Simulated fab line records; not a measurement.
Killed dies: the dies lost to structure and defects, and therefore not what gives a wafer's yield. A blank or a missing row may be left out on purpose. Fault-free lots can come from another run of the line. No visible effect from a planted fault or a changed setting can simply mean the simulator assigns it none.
A single fault, viewed from 2 desks	flow berkeley cmos170	each desk has only its own numbers; what lay behind them comes last

== AT THE METROLOGY DESK ==
What the gauges read for every lot (on any tool): the sampled wafers with a number, averaged. If a lot's mean is further than 4 standard deviations from the usual mean, the lot is out of limits and carries the mark OUT (the distance appears in the brackets).
Columns: A = NLDD_RS at UCB170_SDANNEAL_RS_MEAS_05, usual 616.4 ohm/sq; B = V2_TEOS_THK at UCB170_V2_THK_MEAS_01, usual 1999 nm; C = cd nm at UCB170_M3_CD_MEAS_15, usual 700.1 nm
lot	first seen here	A	B	C
L313	day 7 10:00	617.6	1975	699.7
L312	day 7 11:50	615.9	2016	699.7
L314	day 7 16:20	615.7	2008	699.7
L317	day 8 11:31	615.6	1978	699.2
L316	day 8 12:02	615.4	2021	701.9
L318	day 8 17:09	615.1	1984	700.9
L321	day 9 11:35	615.7	2013	701.9
L322	day 9 12:04	616.5	1997	698.2
L325	day 10 07:29	617.2	2000	700.4
L327	day 10 16:11	616.0	2000	700.9
L326	day 10 16:29	616.6	1992	701.7
L328	day 10 17:07	617.8	2016	699.1
L332	day 11 19:09	617.8	2011	701.0
L333	day 11 19:28	617.4	1950	701.5
This desk found nothing out of limits on any of the 14 lots.

== THE TOOL OWNER'S DESK: pecvd-03 ==
The tool's own readings at UCB170_V1_CVD_00 (deposits SiO2 from TEOS/O2, target thk 2000 nm, time 250 s): means of the sampled wafers that have a number, for each lot that ran on this tool. If a lot's mean is further than 4 standard deviations from the usual mean, the lot is out of limits and carries the mark OUT (the distance appears in the brackets).
Columns: A = heater power w at UCB170_V1_CVD_00, usual 249 W
lot	first seen here	A
L317	day 9 00:35	238
L321	day 9 23:32	258
L325	day 10 20:15	253
L326	day 11 02:45	239
L328	day 11 09:12	213
This desk found nothing out of limits on any of the 5 lots.

== PUT TOGETHER ==
The metrology desk saw nothing out of limits.
Nothing out of limits was seen by the tool owner's desk.

== WHAT HAD BEEN PUT IN BY THE SIMULATOR ==
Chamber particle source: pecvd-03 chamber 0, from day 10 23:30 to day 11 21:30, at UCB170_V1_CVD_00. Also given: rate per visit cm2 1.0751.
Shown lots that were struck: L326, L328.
